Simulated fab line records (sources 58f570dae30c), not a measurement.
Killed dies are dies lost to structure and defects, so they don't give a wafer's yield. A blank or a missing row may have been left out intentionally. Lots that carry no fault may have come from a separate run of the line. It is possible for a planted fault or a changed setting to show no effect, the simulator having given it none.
Split-lot trial    flow berkeley cmos170    23 wafers read across 5 lots, on a route 331 steps long

== THE SPLIT ITSELF ==
At UCB170_M2_METAL_ETCH_18 (etches Al in Cl2/BCl3, stops on SiO2, target depth 1170 nm, time 195 s), the setting over etch frac was moved away from the recipe's 0.3 on 4 of the 23 wafers read, by +8.5% to +21.4%. The other wafers ran this setting at the recipe's value.

The reading is taken at the split's own step.

== THE READING ==
KrF_of_M2_COAT_10.thk nm (the simulator's own value, which no gauge read), in nm, at UCB170_M2_METAL_ETCH_18 (etches Al in Cl2/BCl3, stops on SiO2, target depth 1170 nm, time 195 s). No usual value for it is given in the file. Here, 19 wafers ran the recipe; their average is 214.6 nm with a standard deviation of 6 nm.

wafer   tool, chamber at the split  over etch frac as run  against the recipe  KrF_of_M2_COAT_10.thk nm, nm  against lot-mates on the recipe
L074.1  rie metal-01, 1             0.3                    recipe              215.8                         -
L074.2  rie metal-01, 1             0.3                    recipe              216.9                         -
L074.4  rie metal-01, 1             0.3                    recipe              214                           -
L074.5  rie metal-01, 1             0.3                    recipe              216.6                         -
L074.6  rie metal-01, 1             0.3                    recipe              214.9                         -
L077.2  rie metal-03, 0             0.3                    recipe              206.7                         -
L077.3  rie metal-03, 1             0.3641                 +21.4%              157.8                         -49.3
L077.4  rie metal-03, 0             0.3                    recipe              219.7                         -
L077.5  rie metal-03, 0             0.3641                 +21.4%              178.4                         -28.7
L077.6  rie metal-03, 1             0.3                    recipe              195                           -
L080.1  rie metal-03, 0             0.3255                 +8.5%               201.1                         -12.3
L080.2  rie metal-03, 0             0.3                    recipe              215.7                         -
L080.3  rie metal-03, 0             0.3                    recipe              212.9                         -
L080.5  rie metal-03, 0             0.3255                 +8.5%               202.5                         -10.9
L080.6  rie metal-03, 0             0.3                    recipe              211.7                         -
L081.1  rie metal-04, 0             0.3                    recipe              221.1                         -
L081.2  rie metal-04, 1             0.3                    recipe              214.9                         -
L081.4  rie metal-04, 1             0.3                    recipe              209.8                         -
L081.5  rie metal-04, 0             0.3                    recipe              214.4                         -
L081.6  rie metal-04, 1             0.3                    recipe              214.2                         -
L082.2  rie metal-01, 1             0.3                    recipe              219.6                         -
L082.4  rie metal-01, 1             0.3                    recipe              221.8                         -
L082.5  rie metal-01, 1             0.3                    recipe              221                           -

THE FIT
A straight line over all 23 wafers: KrF_of_M2_COAT_10.thk nm changes by -2.1 nm for each +1% of over etch frac; r = -0.90; the points scatter about the line by 6.7 nm.
The same after taking each lot's own level away (the mean of its wafers on the recipe; 23 wafers): -1.78 nm for each +1%; r = -0.91; scatter 5.5 nm.
The reading moves by 38 nm for the largest change in over etch frac, on that fit.
The lots' own levels span 207.13 to 220.80 nm, that is 2.3 times the standard deviation above.
So the lot-to-lot level changes the slope: the two fits differ.
Check: with one of the wafers moved furthest among these (+21.4%) left out of the fit, the line predicts -28.9 nm for it against its lot-mates. Against them it came out at -49.3 nm.

== THESE WAFERS: OTHER SPLITS ==
Other splits were also applied to these wafers ahead of the reading. Each is held against what the fit with the lots' levels taken away leaves over:
other split on the same wafers        wafers away from the commonest value  r with KrF_of_M2_COAT_10.thk nm (lot level and that fit taken away)
UCB170_CONTACT_COAT_10 resist thk nm  8                                     +0.02
UCB170_CONTACT_SOFTBAKE_11 time s     6                                     +0.02
UCB170_M1_SPUTTER_00 power w          7                                     +0.15
UCB170_V1_COAT_07 resist thk nm       10                                    +0.25
UCB170_V1_PEB_10 peb temp c           7                                     -0.10

== THE FILE'S OWN FIT ==
KrF_of_M2_COAT_10.thk nm changes by -1.76 nm for each +1% of over etch frac, r = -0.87.
